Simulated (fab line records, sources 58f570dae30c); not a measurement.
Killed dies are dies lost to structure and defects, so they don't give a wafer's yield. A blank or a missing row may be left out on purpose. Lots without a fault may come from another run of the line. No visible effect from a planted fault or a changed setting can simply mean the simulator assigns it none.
Chamber matching + flow berkeley cmos170 + UCB170_PWELL_ETCH_14 on rie diel-02: 4 sister chambers
The step etches Si3N4 in CH3F/Ar/O2, stops on SiO2, target depth 242 nm, time 151 s. 16 wafers are shown with their chamber, then 8 later ones without.

## EACH WAFER AND ITS CHAMBER
| wafer  | chamber | drypump motor current A (A) | throttle valve pct (%) | oes product au (a.u.) |
|--------|---------|-----------------------------|------------------------|-----------------------|
| L621.3 | 0       | 5.0                         | 8.00                   | 0.952                 |
| L621.4 | 2       | 6.4                         | 7.94                   | 0.952                 |
| L621.5 | 0       | 5.1                         | 8.01                   | 0.954                 |
| L623.2 | 0       | 5.1                         | 8.00                   | 0.949                 |
| L623.4 | 3       | 6.4                         | 8.02                   | 0.955                 |
| L623.6 | 0       | 5.1                         | 8.00                   | 0.944                 |
| L624.1 | 1       | 5.4                         | 8.09                   | 0.937                 |
| L624.2 | 2       | 6.4                         | 7.94                   | 0.938                 |
| L624.6 | 0       | 5.1                         | 8.01                   | 0.948                 |
| L626.1 | 2       | 6.4                         | 7.95                   | 0.952                 |
| L626.3 | 3       | 6.4                         | 8.01                   | 0.953                 |
| L626.6 | 1       | 5.4                         | 8.11                   | 0.936                 |
| L627.2 | 0       | 5.1                         | 8.02                   | 0.939                 |
| L627.4 | 3       | 6.4                         | 8.01                   | 0.950                 |
| L627.6 | 2       | 6.4                         | 7.94                   | 0.936                 |
| L638.2 | 2       | 6.4                         | 7.95                   | 0.948                 |

SIGNATURES (means of the wafers above)
| reading                 | chamber 0 | chamber 1 | chamber 2 | chamber 3 | scatter within a chamber |
|-------------------------|-----------|-----------|-----------|-----------|--------------------------|
| drypump motor current A | 5.083     | 5.400     | 6.400     | 6.400     | 0.0264                   |
| throttle valve pct      | 8.0067    | 8.1000    | 7.9440    | 8.0133    | 0.00775                  |
| oes product au          | 0.94767   | 0.93650   | 0.94520   | 0.95267   | 0.00577                  |
Rule: a wafer's distance from a chamber is the root of the sum, over the readings, of the square of ((its reading less the chamber's mean) divided by the reading's scatter). The wafer belongs to the nearest chamber; if the next one is less than 2 further off, it can't be placed. The scatter: the root of (the sum of the squares of (reading less its chamber's mean) over the shown wafers, divided by (wafers less chambers)).

## WAFERS WITHOUT THEIR CHAMBER
| wafer  | drypump motor current A (A) | throttle valve pct (%) | oes product au (a.u.) |
|--------|-----------------------------|------------------------|-----------------------|
| L638.4 | 5.1                         | 8.02                   | 0.950                 |
| L638.6 | 5.1                         | 8.01                   | 0.946                 |
| L640.3 | 6.4                         | 7.95                   | 0.944                 |
| L640.4 | 5.4                         | 8.10                   | 0.937                 |
| L640.6 | 5.0                         | 8.01                   | 0.961                 |
| L642.2 | 5.4                         | 8.09                   | 0.939                 |
| L642.3 | 6.4                         | 8.02                   | 0.940                 |
| L642.6 | 5.4                         | 8.08                   | 0.944                 |

## THE CHAMBER EACH PASSED THROUGH
| wafer  | from the rows above | in truth |
|--------|---------------------|----------|
| L638.4 | 0                   | 0        |
| L638.6 | 0                   | 0        |
| L640.3 | 2                   | 2        |
| L640.4 | 1                   | 1        |
| L640.6 | 0                   | 0        |
| L642.2 | 1                   | 1        |
| L642.3 | 3                   | 3        |
| L642.6 | 1                   | 1        |
Correctly placed: 8 of 8. Left unplaced by these rows: 0. Number placed wrongly: 0.
